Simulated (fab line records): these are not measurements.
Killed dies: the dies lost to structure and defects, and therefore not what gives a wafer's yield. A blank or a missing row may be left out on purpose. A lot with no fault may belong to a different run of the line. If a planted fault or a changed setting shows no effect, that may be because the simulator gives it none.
A sampling plan put to the test || flow rit_cmos || 27 faults told of in these records, all on one fab line, each judged by the records of the lots it struck
What counts as the plan is the set of the line's own looks, namely the steps on the route at which a gauge or an inspection reads a wafer and does not change it. Where struck wafers have a number at a look and the file lists that look's usual mean and standard deviation on fault-free wafers, the look can be judged. Caught: 4 or more of those standard deviations (sigma) separate the usual mean from the mean of the struck wafers at a look after the fault's first step. On the tool: the fault's steps, tested the same way using the tool's own readings. A different recipe on the struck wafers counts as caught too, as does a record blank only for those wafers.

## THE FAULTS, as the simulator had put them in
1. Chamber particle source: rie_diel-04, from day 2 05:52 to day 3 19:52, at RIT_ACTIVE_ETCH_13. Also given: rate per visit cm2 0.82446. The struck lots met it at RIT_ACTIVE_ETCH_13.
2. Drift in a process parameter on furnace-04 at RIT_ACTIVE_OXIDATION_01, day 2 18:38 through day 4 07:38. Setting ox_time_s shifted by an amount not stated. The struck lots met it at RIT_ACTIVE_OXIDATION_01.
3. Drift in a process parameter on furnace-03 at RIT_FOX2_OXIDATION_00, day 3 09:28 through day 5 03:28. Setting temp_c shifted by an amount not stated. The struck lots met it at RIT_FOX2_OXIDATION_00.
4. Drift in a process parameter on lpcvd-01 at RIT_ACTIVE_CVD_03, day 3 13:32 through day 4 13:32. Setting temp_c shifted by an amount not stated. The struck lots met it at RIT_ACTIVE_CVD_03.
5. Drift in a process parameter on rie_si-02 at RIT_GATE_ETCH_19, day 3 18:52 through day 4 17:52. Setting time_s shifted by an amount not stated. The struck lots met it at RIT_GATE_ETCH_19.
6. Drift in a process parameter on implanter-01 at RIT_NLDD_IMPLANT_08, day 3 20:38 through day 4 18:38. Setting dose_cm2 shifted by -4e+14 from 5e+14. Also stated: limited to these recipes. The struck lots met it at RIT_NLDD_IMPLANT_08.
7. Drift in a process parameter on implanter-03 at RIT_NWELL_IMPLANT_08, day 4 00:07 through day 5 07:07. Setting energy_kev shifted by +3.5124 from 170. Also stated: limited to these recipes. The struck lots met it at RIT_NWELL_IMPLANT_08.
8. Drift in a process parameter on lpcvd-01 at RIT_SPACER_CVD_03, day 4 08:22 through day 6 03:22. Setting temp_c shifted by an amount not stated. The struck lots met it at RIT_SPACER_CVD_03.
9. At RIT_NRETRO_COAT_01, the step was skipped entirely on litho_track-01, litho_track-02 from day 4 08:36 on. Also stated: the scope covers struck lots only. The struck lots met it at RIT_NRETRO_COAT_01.
10. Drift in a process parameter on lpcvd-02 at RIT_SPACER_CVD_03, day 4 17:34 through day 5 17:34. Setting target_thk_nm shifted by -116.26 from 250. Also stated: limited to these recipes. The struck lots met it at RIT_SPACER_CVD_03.
11. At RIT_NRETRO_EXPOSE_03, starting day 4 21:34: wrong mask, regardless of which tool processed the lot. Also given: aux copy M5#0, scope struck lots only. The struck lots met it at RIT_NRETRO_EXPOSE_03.
12. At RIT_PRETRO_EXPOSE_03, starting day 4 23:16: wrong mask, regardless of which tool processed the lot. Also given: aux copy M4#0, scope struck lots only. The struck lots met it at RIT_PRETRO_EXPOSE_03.
13. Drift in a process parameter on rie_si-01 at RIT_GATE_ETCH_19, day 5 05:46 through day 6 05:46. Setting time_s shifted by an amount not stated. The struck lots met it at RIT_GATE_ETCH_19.
14. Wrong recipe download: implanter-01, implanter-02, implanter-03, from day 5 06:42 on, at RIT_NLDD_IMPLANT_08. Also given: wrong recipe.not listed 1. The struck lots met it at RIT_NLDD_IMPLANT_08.
15. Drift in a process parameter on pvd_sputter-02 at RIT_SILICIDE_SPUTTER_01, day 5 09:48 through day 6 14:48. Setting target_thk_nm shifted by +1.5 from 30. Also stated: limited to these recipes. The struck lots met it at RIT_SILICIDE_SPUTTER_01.
16. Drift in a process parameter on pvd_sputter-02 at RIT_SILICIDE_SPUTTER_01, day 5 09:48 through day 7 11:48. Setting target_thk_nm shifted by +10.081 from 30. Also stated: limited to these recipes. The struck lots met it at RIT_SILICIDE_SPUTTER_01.
17. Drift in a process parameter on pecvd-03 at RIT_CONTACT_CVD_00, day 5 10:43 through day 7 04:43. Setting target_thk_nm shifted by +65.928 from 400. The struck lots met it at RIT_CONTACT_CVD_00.
18. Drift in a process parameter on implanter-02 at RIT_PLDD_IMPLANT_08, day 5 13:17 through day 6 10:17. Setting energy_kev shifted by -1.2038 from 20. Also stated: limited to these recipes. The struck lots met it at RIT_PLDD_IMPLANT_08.
19. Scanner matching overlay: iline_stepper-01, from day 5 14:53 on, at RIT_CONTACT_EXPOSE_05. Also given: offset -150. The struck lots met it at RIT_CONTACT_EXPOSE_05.
20. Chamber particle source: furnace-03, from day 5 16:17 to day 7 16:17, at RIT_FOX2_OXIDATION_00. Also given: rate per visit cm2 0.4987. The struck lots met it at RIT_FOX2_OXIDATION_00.
21. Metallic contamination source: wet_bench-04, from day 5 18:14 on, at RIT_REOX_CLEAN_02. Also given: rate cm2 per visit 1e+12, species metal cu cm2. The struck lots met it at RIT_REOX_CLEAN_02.
22. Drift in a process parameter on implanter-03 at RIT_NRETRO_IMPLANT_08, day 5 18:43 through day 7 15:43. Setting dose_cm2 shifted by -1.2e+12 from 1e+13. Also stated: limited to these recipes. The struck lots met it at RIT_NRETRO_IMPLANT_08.
23. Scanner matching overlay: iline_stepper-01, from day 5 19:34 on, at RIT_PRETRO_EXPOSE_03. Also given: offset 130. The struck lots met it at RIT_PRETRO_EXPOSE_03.
24. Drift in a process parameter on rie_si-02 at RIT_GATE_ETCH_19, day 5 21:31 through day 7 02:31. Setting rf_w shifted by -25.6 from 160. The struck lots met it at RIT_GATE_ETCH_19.
25. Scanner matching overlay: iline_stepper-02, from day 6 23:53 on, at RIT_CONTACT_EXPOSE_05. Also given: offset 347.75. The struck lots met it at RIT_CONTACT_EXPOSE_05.
26. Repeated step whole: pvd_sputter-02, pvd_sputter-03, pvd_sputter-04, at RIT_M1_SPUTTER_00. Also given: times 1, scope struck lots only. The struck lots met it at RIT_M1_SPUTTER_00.
27. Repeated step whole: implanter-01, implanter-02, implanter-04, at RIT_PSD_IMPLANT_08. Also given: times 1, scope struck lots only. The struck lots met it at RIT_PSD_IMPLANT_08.

## WHAT THE PLAN SAW
{"fault": 1, "on the tool itself": "under 2 sigma", "first look that catches it": "no look after it can be judged", "reading, sigma": "-", "median hours from its first step to that look": "-", "hours from the fault's start to the first struck lot there": "-", "judged looks passed uncaught": 0}
{"fault": 2, "on the tool itself": "under 2 sigma", "first look that catches it": "RIT_ACTIVE_THK_MEAS_02", "reading, sigma": "ACTIVE_OXIDE_THK +4.6", "median hours from its first step to that look": 1.9, "hours from the fault's start to the first struck lot there": 4, "judged looks passed uncaught": 0}
{"fault": 3, "on the tool itself": "tube_center_temp_C +99 or beyond sigma", "first look that catches it": "none of the 3 looks that can be judged after it", "reading, sigma": "strongest: FOX2_OXIDE_THK at RIT_FOX2_THK_MEAS_01, +2.9", "median hours from its first step to that look": "-", "hours from the fault's start to the first struck lot there": "-", "judged looks passed uncaught": 3}
{"fault": 4, "on the tool itself": "spike_tc_load_C +35 sigma", "first look that catches it": "RIT_ACTIVE_THK_MEAS_04", "reading, sigma": "ACTIVE_NITRIDE_THK +94", "median hours from its first step to that look": 1.4, "hours from the fault's start to the first struck lot there": 4, "judged looks passed uncaught": 0}
{"fault": 5, "on the tool itself": "run_length_s -84 sigma", "first look that catches it": "no look after it can be judged", "reading, sigma": "-", "median hours from its first step to that look": "-", "hours from the fault's start to the first struck lot there": "-", "judged looks passed uncaught": 0}
{"fault": 6, "on the tool itself": "dose_ions_cm2 -99 or beyond sigma", "first look that catches it": "RIT_NLDD_TW_MEAS_10", "reading, sigma": "NLDD_TW -52", "median hours from its first step to that look": 0.3, "hours from the fault's start to the first struck lot there": 6, "judged looks passed uncaught": 0}
{"fault": 7, "on the tool itself": "beam_energy_keV +73 sigma", "first look that catches it": "no look after it can be judged", "reading, sigma": "-", "median hours from its first step to that look": "-", "hours from the fault's start to the first struck lot there": "-", "judged looks passed uncaught": 0}
{"fault": 8, "on the tool itself": "susceptor_temp_C +70 sigma", "first look that catches it": "RIT_SPACER_THK_MEAS_04", "reading, sigma": "SPACER_NITRIDE_THK +53", "median hours from its first step to that look": 1.9, "hours from the fault's start to the first struck lot there": 8, "judged looks passed uncaught": 0}
{"fault": 9, "on the tool itself": "the tool's record is blank for the struck wafers", "first look that catches it": "RIT_PRETRO_TW_MEAS_10", "reading, sigma": "PRETRO_TW +99 or beyond", "median hours from its first step to that look": 3.1, "hours from the fault's start to the first struck lot there": 8, "judged looks passed uncaught": 0}
{"fault": 10, "on the tool itself": "under 2 sigma", "first look that catches it": "RIT_SPACER_THK_MEAS_04", "reading, sigma": "SPACER_NITRIDE_THK -42", "median hours from its first step to that look": 1.9, "hours from the fault's start to the first struck lot there": 7, "judged looks passed uncaught": 0}
{"fault": 11, "on the tool itself": "under 2 sigma", "first look that catches it": "RIT_NRETRO_TW_MEAS_10", "reading, sigma": "NRETRO_TW -99 or beyond", "median hours from its first step to that look": 1.2, "hours from the fault's start to the first struck lot there": 4, "judged looks passed uncaught": 0}
{"fault": 12, "on the tool itself": "no reading that can be judged", "first look that catches it": "RIT_PRETRO_TW_MEAS_10", "reading, sigma": "PRETRO_TW -99 or beyond", "median hours from its first step to that look": 1.0, "hours from the fault's start to the first struck lot there": 4, "judged looks passed uncaught": 0}
{"fault": 13, "on the tool itself": "run_length_s -84 sigma", "first look that catches it": "no look after it can be judged", "reading, sigma": "-", "median hours from its first step to that look": "-", "hours from the fault's start to the first struck lot there": "-", "judged looks passed uncaught": 0}
{"fault": 14, "on the tool itself": "no reading that can be judged", "first look that catches it": "RIT_NLDD_TW_MEAS_10", "reading, sigma": "NLDD_TW -64", "median hours from its first step to that look": 0.3, "hours from the fault's start to the first struck lot there": 1, "judged looks passed uncaught": 0}
{"fault": 15, "on the tool itself": "under 2 sigma", "first look that catches it": "RIT_SILICIDE_RS_MEAS_02", "reading, sigma": "SILICIDE_TI_RS -4.3", "median hours from its first step to that look": 0.1, "hours from the fault's start to the first struck lot there": 6, "judged looks passed uncaught": 0}
{"fault": 16, "on the tool itself": "under 2 sigma", "first look that catches it": "RIT_SILICIDE_RS_MEAS_02", "reading, sigma": "SILICIDE_TI_RS -16", "median hours from its first step to that look": 0.1, "hours from the fault's start to the first struck lot there": 6, "judged looks passed uncaught": 0}
{"fault": 17, "on the tool itself": "under 2 sigma", "first look that catches it": "RIT_CONTACT_THK_MEAS_01", "reading, sigma": "CONTACT_TEOS_THK +11", "median hours from its first step to that look": 0.1, "hours from the fault's start to the first struck lot there": 6, "judged looks passed uncaught": 0}
{"fault": 18, "on the tool itself": "beam_energy_keV -99 or beyond sigma", "first look that catches it": "RIT_SDANNEAL_RS_MEAS_06", "reading, sigma": "PLDD_RS +7.0", "median hours from its first step to that look": 6.6, "hours from the fault's start to the first struck lot there": 11, "judged looks passed uncaught": 1}
{"fault": 19, "on the tool itself": "no reading that can be judged", "first look that catches it": "RIT_CONTACT_OVL_MEAS_09", "reading, sigma": "CONTACT_OVL -87", "median hours from its first step to that look": 0.6, "hours from the fault's start to the first struck lot there": 2, "judged looks passed uncaught": 0}
{"fault": 20, "on the tool itself": "under 2 sigma", "first look that catches it": "none of the 2 looks that can be judged after it", "reading, sigma": "-", "median hours from its first step to that look": "-", "hours from the fault's start to the first struck lot there": "-", "judged looks passed uncaught": 2}
{"fault": 21, "on the tool itself": "no reading that can be judged", "first look that catches it": "none of the 6 looks that can be judged after it", "reading, sigma": "-", "median hours from its first step to that look": "-", "hours from the fault's start to the first struck lot there": "-", "judged looks passed uncaught": 6}
{"fault": 22, "on the tool itself": "dose_ions_cm2 -99 or beyond sigma", "first look that catches it": "RIT_NRETRO_TW_MEAS_10", "reading, sigma": "NRETRO_TW -4.0", "median hours from its first step to that look": 0.3, "hours from the fault's start to the first struck lot there": 4, "judged looks passed uncaught": 0}
{"fault": 23, "on the tool itself": "no reading that can be judged", "first look that catches it": "RIT_PRETRO_OVL_MEAS_06", "reading, sigma": "PRETRO_OVL +86", "median hours from its first step to that look": 0.4, "hours from the fault's start to the first struck lot there": 4, "judged looks passed uncaught": 0}
{"fault": 24, "on the tool itself": "rf_fwd_power_W -48 sigma", "first look that catches it": "no look after it can be judged", "reading, sigma": "-", "median hours from its first step to that look": "-", "hours from the fault's start to the first struck lot there": "-", "judged looks passed uncaught": 0}
{"fault": 25, "on the tool itself": "no reading that can be judged", "first look that catches it": "RIT_CONTACT_OVL_MEAS_09", "reading, sigma": "CONTACT_OVL +99 or beyond", "median hours from its first step to that look": 0.6, "hours from the fault's start to the first struck lot there": 6, "judged looks passed uncaught": 0}
{"fault": 26, "on the tool itself": "under 2 sigma", "first look that catches it": "RIT_M1_RS_MEAS_01", "reading, sigma": "M1_AL_RS -33", "median hours from its first step to that look": 0.8, "hours from the fault's start to the first struck lot there": "-", "judged looks passed uncaught": 0}
{"fault": 27, "on the tool itself": "no reading that can be judged", "first look that catches it": "RIT_PSD_TW_MEAS_10", "reading, sigma": "PSD_TW +4.5", "median hours from its first step to that look": 0.6, "hours from the fault's start to the first struck lot there": "-", "judged looks passed uncaught": 0}
A dash: the fault isn't caught, or these records don't give the number.

Caught at a look: 19 of 27. Caught on the tool: 11 of 27. By one or the other: 24 of 27.
Faults 3, 5, 7, 13, 24 were caught on the tool alone.
Caught at a look alone: faults 2, 10, 11, 12, 14, 15, 16, 17, 19, 23, 25, 26, 27.
Caught by neither: faults 1, 20, 21.

## THINNER SAMPLING
Were the look that catches a fault to measure just every second or every third lot (counted by lot number), the first struck lot would, at worst, be measured this late:
{"fault": 2, "struck lots at that look, in order of time": "L398, L400", "every lot": "4 h", "every second lot": "may miss all 2", "every third lot": "may miss all 2"}
{"fault": 4, "struck lots at that look, in order of time": "L709, L710, L711", "every lot": "4 h", "every second lot": "7 h", "every third lot": "13 h"}
{"fault": 6, "struck lots at that look, in order of time": "L300, L301, L302", "every lot": "6 h", "every second lot": "14 h", "every third lot": "16 h"}
{"fault": 8, "struck lots at that look, in order of time": "L630, L632, L634", "every lot": "8 h", "every second lot": "may miss all 3", "every third lot": "27 h"}
{"fault": 9, "struck lots at that look, in order of time": "L121, L122", "every lot": "8 h", "every second lot": "11 h", "every third lot": "may miss all 2"}
{"fault": 10, "struck lots at that look, in order of time": "L197, L199", "every lot": "7 h", "every second lot": "may miss all 2", "every third lot": "may miss all 2"}
{"fault": 11, "struck lots at that look, in order of time": "L237", "every lot": "4 h", "every second lot": "may miss it", "every third lot": "may miss it"}
{"fault": 12, "struck lots at that look, in order of time": "L355", "every lot": "4 h", "every second lot": "may miss it", "every third lot": "may miss it"}
{"fault": 14, "struck lots at that look, in order of time": "L803, L804, L805, L806", "every lot": "1 h", "every second lot": "10 h", "every third lot": "16 h"}
{"fault": 15, "struck lots at that look, in order of time": "L814, L816", "every lot": "6 h", "every second lot": "may miss all 2", "every third lot": "may miss all 2"}
{"fault": 16, "struck lots at that look, in order of time": "L913, L915", "every lot": "6 h", "every second lot": "may miss all 2", "every third lot": "may miss all 2"}
{"fault": 17, "struck lots at that look, in order of time": "L570, L573", "every lot": "6 h", "every second lot": "29 h", "every third lot": "may miss all 2"}
{"fault": 18, "struck lots at that look, in order of time": "L338, L339, L340", "every lot": "11 h", "every second lot": "17 h", "every third lot": "26 h"}
{"fault": 19, "struck lots at that look, in order of time": "L178, L179, L180, L181", "every lot": "2 h", "every second lot": "3 h", "every third lot": "11 h"}
{"fault": 22, "struck lots at that look, in order of time": "L972, L974", "every lot": "4 h", "every second lot": "may miss all 2", "every third lot": "may miss all 2"}
{"fault": 23, "struck lots at that look, in order of time": "L967, L968, L969, L971", "every lot": "4 h", "every second lot": "11 h", "every third lot": "19 h"}
{"fault": 25, "struck lots at that look, in order of time": "L301, L302", "every lot": "6 h", "every second lot": "22 h", "every third lot": "may miss all 2"}
Hours: fault start to first struck lot measured. The limit of 4 sigma was tested on all struck wafers together, so one lot alone may lie under it. Other struck lots may not be in these records.

## THE LONGEST TIMED WAY FROM STEP TO LOOK
Fault 18: a median of 6.6 hours passes between RIT_PLDD_IMPLANT_08 and RIT_SDANNEAL_RS_MEAS_06. The look between them that can be judged stayed within 4 sigma: RIT_PLDD_TW_MEAS_10.
